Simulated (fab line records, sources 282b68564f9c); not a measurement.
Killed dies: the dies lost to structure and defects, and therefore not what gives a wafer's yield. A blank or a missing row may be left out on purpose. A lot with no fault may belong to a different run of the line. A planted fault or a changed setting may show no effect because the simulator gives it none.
Comparing a struck lot with a sound one | flow rit_cmos | 15 out of 202 route steps
Sound: these wafers, L282.1, L282.3, L282.6. Wafers L288.4, L288.5, L288.6 were the ones struck. The cause comes at the end.
For every step that has rows: the tool of each side, followed by ch and its chambers, followed by its first start. Under that, the readings that differ: sound wafers | struck wafers | difference of the means | sigmas: that difference in standard deviations of wafers without a fault.
alike: readings whose means differ by less than 2 such deviations, and words and numbers that are the same on both sides. not compared: withheld readings, readings that some wafer has no value for, bounds like >300 that may hide the same value, and numbers for which the record gives no deviation and whose values overlap.
A row with sigmas, a row that says differs or no value, or rows on one side alone: a step with any of these is where the two part. Numbers that don't overlap but have no deviation are shown without sigmas and don't part them. A reading that every wafer of one side lacks parts them only if that side has two wafers or more.

RIT_SILICIDE_RS_MEAS_02: uses a four-point probe to measure.
  sound on film_metro-03, day 5 04:03; struck on film_metro-03, day 6 06:22
  alike: SILICIDE_TI_RS
RIT_SILICIDE_THK_MEAS_03: measures by xrf.
  sound on film_metro-03, day 5 04:10; struck on film_metro-03, day 6 06:28
  alike: SILICIDE_TI_THK
RIT_SILICIDE_RTA_04: time 10 s, ramp up 5 s, ramp down 5 s.
  sound on rtp_anneal-02 ch 0, day 5 04:14; struck on rtp_anneal-02 ch 0, day 6 06:31
  alike: wafer_temp_C_max
then, 1 step without rows for these wafers: RIT_SILICIDE_WET_ETCH_05 (etches Ti in SPM, time 120 s).
RIT_SILICIDE_RTA_06: time 10 s, ramp up 5 s, ramp down 10 s.
  sound on rtp_anneal-02 ch 0, day 5 04:20; struck on rtp_anneal-02 ch 0, day 6 06:38
  alike: wafer_temp_C_max
RIT_CONTACT_CVD_00: deposits SiO2 from TEOS, target thk 400 nm, time 61 s.
  sound on pecvd-04 ch 0,1,2, day 5 04:25; struck on pecvd-04 ch 0,1,2, day 6 06:41
  alike: heater_power_w
RIT_CONTACT_THK_MEAS_01:
  sound on film_metro-04, day 5 04:28; struck on film_metro-01, day 6 06:45
  alike: CONTACT_TEOS_THK
then, 5 steps without rows for these wafers: RIT_CONTACT_HMDS_02 (prime time 60 s); RIT_CONTACT_COAT_03 (resist thk 1000 nm); RIT_CONTACT_SOFTBAKE_04 (time 60 s); RIT_CONTACT_EXPOSE_05 (exposes mask M11, target cd 1000 nm); RIT_CONTACT_PEB_06.
RIT_CONTACT_DEVELOP_07: develop time 120 s.
  sound on litho_track-01 ch 0, day 5 05:00; struck on litho_track-01 ch 0, day 6 07:00
  reading              | sound             | struck            | difference | sigmas
  developer_temp_C (C) | 22.87 22.96 23.03 | 23.90 23.81 23.91 | +0.92      | +9
RIT_CONTACT_CD_MEAS_08: the cd target is 1000 nm.
  sound on cd_sem-02, day 5 05:32; struck on cd_sem-02, day 6 07:49
  reading    | sound              | struck            | difference | sigmas
  cd_nm (nm) | 999.0 1000.8 999.3 | 994.4 996.1 996.4 | -4.1       | -2
RIT_M1_PROBE_99:
  sound on prober-01, day 5 10:57; struck on prober-02, day 6 14:35
  alike: killed_at_contacts, killed_at_front_end, killed_dies, killed_open, killed_short

WHERE THEY PART
Earliest at RIT_CONTACT_DEVELOP_07; latest, in this record, at RIT_CONTACT_CD_MEAS_08. Later steps at which nothing parts them and some readings are alike: RIT_M1_PROBE_99.

WHY: whatever the simulator had introduced
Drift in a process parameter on litho_track-01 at RIT_CONTACT_DEVELOP_07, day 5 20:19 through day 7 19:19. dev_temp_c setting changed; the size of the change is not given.
